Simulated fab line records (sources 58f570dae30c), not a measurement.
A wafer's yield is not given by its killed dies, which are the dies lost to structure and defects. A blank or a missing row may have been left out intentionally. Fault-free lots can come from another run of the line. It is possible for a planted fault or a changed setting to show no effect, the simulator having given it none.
2 desks, one fault    flow berkeley cmos170    each desk has only its own numbers; what lay behind them comes last

AT THE TOOL OWNER'S DESK: implanter-03
UCB170_NLDD_IMPLANT_09, tool's own readings: per-lot mean of the sampled wafers with a number, covering each lot this tool ran. A lot is out of limits, marked OUT, if its mean lies more than 4 standard deviations from the usual mean; the brackets give that distance.
Columns: A = dose ions cm2 at UCB170_NLDD_IMPLANT_09, usual 5e+13; B = faraday current uA at UCB170_NLDD_IMPLANT_09, usual 158
lot   first seen here  A                        B
L538  day 8 22:07      5e+13                    159
L540  day 9 12:30      5e+13                    157
L544  day 10 00:16     7e+13 (+99 or more) OUT  227 (+23) OUT
L545  day 10 01:01     7e+13 (+99 or more) OUT  235 (+26) OUT
This desk's finding: out of limits on L544, L545; first on L544, day 10 00:16 (dose ions cm2 at UCB170_NLDD_IMPLANT_09). L538, L540: within limits.

AT THE METROLOGY DESK
Lot by lot, what the gauges showed, no matter which tool ran the lot: averages of those sampled wafers that carry a number. A lot is out of limits, marked OUT, if its mean lies more than 4 standard deviations from the usual mean; the brackets give that distance.
Columns: A = NLDD_TW at UCB170_NLDD_TW_MEAS_11, usual 2221; B = NLDD_RS at UCB170_SDANNEAL_RS_MEAS_05, usual 616.0 ohm/sq; C = cd nm at UCB170_CONTACT_CD_MEAS_90, usual 699.2 nm; D = M1_AL_RS at UCB170_M1_RS_MEAS_01, usual 0.0487 ohm/sq
lot   first seen here  A               B                C      D
L532  day 7 16:29      2227            614.1            698.4  0.0482
L531  day 7 16:44      2226            615.8            698.5  0.0477
L533  day 7 16:59      2220            617.1            700.1  0.0482
L535  day 8 08:44      2237            615.7            698.3  0.0493
L536  day 8 22:05      2224            617.8            700.7  0.0486
L538  day 8 22:22      2217            614.8            695.5  0.0487
L543  day 9 12:29      2214            616.1            700.7  0.0493
L539  day 9 12:34      2207            614.6            700.1  0.0472
L540  day 9 12:44      2212            615.9            700.9  0.0481
L544  day 10 00:31     2341 (+11) OUT  534.8 (-62) OUT  698.4  0.0497
L542  day 10 01:15     2236            616.2            699.6  0.0483
L545  day 10 01:17     2346 (+11) OUT  533.7 (-63) OUT  701.1  0.0491
L550  day 11 14:32     2228            615.0            697.9  0.0489
L553  day 12 05:22     2204            616.3            701.7  0.0497
This desk's finding: out of limits on L544, L545; first on L544, day 10 00:31 (NLDD_TW at UCB170_NLDD_TW_MEAS_11). L532, L531, L533, L535, L536, L538, L543, L539, L540, L542, L550, L553: within limits.

PUT TOGETHER
The tool owner's desk had the chance to raise an alarm at day 10 00:16 on L544, L545.
On L544, L545, the metrology desk was in a position to raise an alarm at day 10 00:31.
The lots listed all ran UCB170_NLDD_IMPLANT_09 on implanter-03.

WHAT THE SIMULATOR HAD PUT IN
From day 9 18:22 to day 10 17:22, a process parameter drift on implanter-03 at UCB170_NLDD_IMPLANT_09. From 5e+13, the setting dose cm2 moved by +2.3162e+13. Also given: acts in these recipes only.
Shown lots that were struck: L544, L545.
Fault start to first reading out of limits, in hours, per desk: tool owner, 6; metrology, 6.
